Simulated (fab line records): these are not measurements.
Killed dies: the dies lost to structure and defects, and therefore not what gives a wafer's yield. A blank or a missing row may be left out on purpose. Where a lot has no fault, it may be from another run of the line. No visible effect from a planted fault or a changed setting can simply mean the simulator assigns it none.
Lot-split experiment    flow berkeley cmos170    23 wafers read across 5 lots, on a route 331 steps long

== SPLIT DETAILS ==
At UCB170_NSD_IMPLANT_08, the setting energy kev was moved away from the recipe's 40 on 10 of the 23 wafers read, by -4.8% to +6.0%. This setting was run at the recipe's value on the other wafers.

== FROM THE SPLIT TO THE READING: what the file shows between them, 5 steps ==
- UCB170_NSD_STRIP_09: strips in O2
- UCB170_NSD_TW_MEAS_10
- UCB170_NSD_CLEAN_11: cleans in SPM, time 600 s
- UCB170_BACKSIDE_HMDS_00: prime time 60 s
- UCB170_SDANNEAL_RTA_01: time 5 s

== THE READING ==
Measured at UCB170_SDANNEAL_RS_MEAS_03 by four-point probe: NSD_RS, in ohm/sq. Typical for fault-free wafers on this fab line: 37.25 ohm/sq, with standard deviation 0.064 ohm/sq.

wafer   tool, chamber at the split  energy kev as run  against the recipe  NSD_RS, ohm/sq  against lot-mates on the recipe
L074.1  implanter-04, 0             40                 recipe              37.21           -
L074.4  implanter-04, 0             40                 recipe              37.27           -
L074.5  implanter-04, 0             40                 recipe              37.24           -
L079.1  implanter-04, 0             40                 recipe              37.26           -
L079.2  implanter-04, 0             39.1               -2.2%               37.47           +0.24
L079.3  implanter-04, 0             40                 recipe              37.18           -
L079.4  implanter-04, 0             40                 recipe              37.26           -
L079.6  implanter-04, 0             39.1               -2.2%               37.45           +0.22
L081.1  implanter-04, 0             41.18              +3.0%               37.07           -0.24
L081.2  implanter-04, 0             40                 recipe              37.40           -
L081.3  implanter-04, 0             41.18              +3.0%               36.96           -0.35
L081.5  implanter-04, 0             41.18              +3.0%               36.95           -0.36
L081.6  implanter-04, 0             40                 recipe              37.23           -
L082.1  implanter-02, 0             42.38              +6.0%               36.56           -0.77
L082.2  implanter-02, 0             40                 recipe              37.36           -
L082.3  implanter-02, 0             42.38              +6.0%               36.61           -0.73
L082.4  implanter-02, 0             40                 recipe              37.31           -
L082.5  implanter-02, 0             42.38              +6.0%               36.65           -0.69
L084.1  implanter-01, 0             40                 recipe              37.27           -
L084.2  implanter-01, 0             38.07              -4.8%               37.89           +0.66
L084.3  implanter-01, 0             40                 recipe              37.19           -
L084.4  implanter-01, 0             38.07              -4.8%               37.81           +0.58
L084.6  implanter-01, 0             40                 recipe              37.24           -

THE FIT
A straight line over all 23 wafers: NSD_RS changes by -0.11 ohm/sq for each +1% of energy kev; r = -0.98; the points scatter about the line by 0.063 ohm/sq.
The same after taking each lot's own level away (the mean of its wafers on the recipe; 23 wafers): -0.121 ohm/sq for each +1%; r = -0.99; scatter 0.05 ohm/sq.
On that fit, the largest move of energy kev shifts the reading by 0.72 ohm/sq.
From 37.233 to 37.335 ohm/sq: that is the span of the lots' own levels, equal to 1.6 times the standard deviation above.
So the lot-to-lot level changes the slope little: the two slopes agree.
Check: for one of the wafers moved furthest among these (+6.0%), held out of the fit, the line's prediction against its lot-mates is -0.702 ohm/sq. Against them it came out at -0.775 ohm/sq.

== THE WHOLE CHAIN: every reading that the file lists as answering this split, in the file's order ==
step                        what it does                  reading                                                          change (the file's fit)                r (the file's)
UCB170_NSD_IMPLANT_08                                     implant.rp nm (the simulator's own value, which no gauge read)   +0.481 nm for each +1% of the setting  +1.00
UCB170_NSD_IMPLANT_08                                     implant.drp nm (the simulator's own value, which no gauge read)  +0.179 nm for each +1% of the setting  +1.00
UCB170_NSD_STRIP_09         strips in O2                  strip time to endpoint s                                         withheld for each +1% of the setting   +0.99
UCB170_NSD_TW_MEAS_10                                     NSD_TW                                                           +9.75 for each +1% of the setting      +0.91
UCB170_SDANNEAL_RS_MEAS_03  measures by four-point-probe  NSD_RS                                                           -0.121 for each +1% of the setting     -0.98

== FILE'S OWN FIT ==
NSD_RS changes by -0.121 ohm/sq for each +1% of energy kev, r = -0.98.
